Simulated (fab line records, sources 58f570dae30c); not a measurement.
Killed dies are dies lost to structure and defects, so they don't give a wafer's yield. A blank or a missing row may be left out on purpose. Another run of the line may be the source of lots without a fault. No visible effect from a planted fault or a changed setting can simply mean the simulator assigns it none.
One fault through the eyes of 2 desks    flow berkeleyCmos170    every desk sees just its own numbers, and what lay behind them comes last

== FROM THE METROLOGY DESK ==
What the gauges read, lot by lot, whatever tool the lot ran on: means of the sampled wafers that have a number. The brackets show how far a lot's mean lies from the usual mean; more than 4 standard deviations puts the lot out of limits, marked OUT.
Columns: A = M2_AL_RS at UCB170_M2_RS_MEAS_02, usual 0.0322 ohm/sq; B = M2_AL_THK at UCB170_M2_THK_MEAS_03, usual 903 nm
lot   first seen here  A       B
L443  day 8 23:19      0.0319  906
L442  day 9 03:28      0.0320  905
L444  day 9 09:13      0.0318  906
L447  day 9 23:46      0.0329  885
L446  day 10 00:36     0.0329  886
L450  day 10 02:16     0.0318  920
L448  day 10 02:33     0.0323  903
L449  day 10 06:26     0.0320  905
L451  day 10 11:27     0.0320  914
L456  day 12 06:32     0.0318  918
L461  day 12 09:50     0.0326  898
L459  day 12 13:08     0.0325  895
L462  day 12 17:28     0.0319  913
This desk's finding: nothing out of limits on any of the 13 lots.

== THE TOOL OWNER'S DESK: pvdSputter-03 ==
The tool's own readings at UCB170_M2_SPUTTER_01 (material Al, target thk 900 nm, time 120 s): means of the sampled wafers that have a number, for each lot that ran on this tool. The brackets show how far a lot's mean lies from the usual mean; more than 4 standard deviations puts the lot out of limits, marked OUT.
Columns: A = cathodeDcPowerW at UCB170_M2_SPUTTER_01, usual 6000.0 W; B = throttleValvePct at UCB170_M2_SPUTTER_01, usual 30.2 %
lot   first seen here  A                         B
L443  day 8 23:14      6000.2                    30.2
L444  day 9 09:08      6000.5                    29.6
L447  day 9 23:41      6000.3                    29.9
L448  day 10 02:28     6000.3                    29.9
L451  day 10 11:20     5998.8                    30.5
L456  day 12 06:24     6138.0 (+99 or more) OUT  29.6
This desk finds L456 out of limits, L456 being first, at day 12 06:24 (cathodeDcPowerW at UCB170_M2_SPUTTER_01). L443, L444, L447, L448, L451: within limits.

== PUT TOGETHER ==
At day 12 06:24, on L456, the tool owner's desk was in a position to raise an alarm.
The metrology desk saw nothing out of limits.
The metrology desk has L456 on record, within its limits.
Every lot named ran UCB170_M2_SPUTTER_01 on pvdSputter-03.

== WHAT THE SIMULATOR PUT IN ==
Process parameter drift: pvdSputter-03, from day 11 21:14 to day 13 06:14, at UCB170_M2_SPUTTER_01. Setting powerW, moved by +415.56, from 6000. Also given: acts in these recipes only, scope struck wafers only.
Shown lots that were struck: L456.
Time in hours from fault onset to the first out-of-limits reading at each desk: the tool owner's desk, 9.
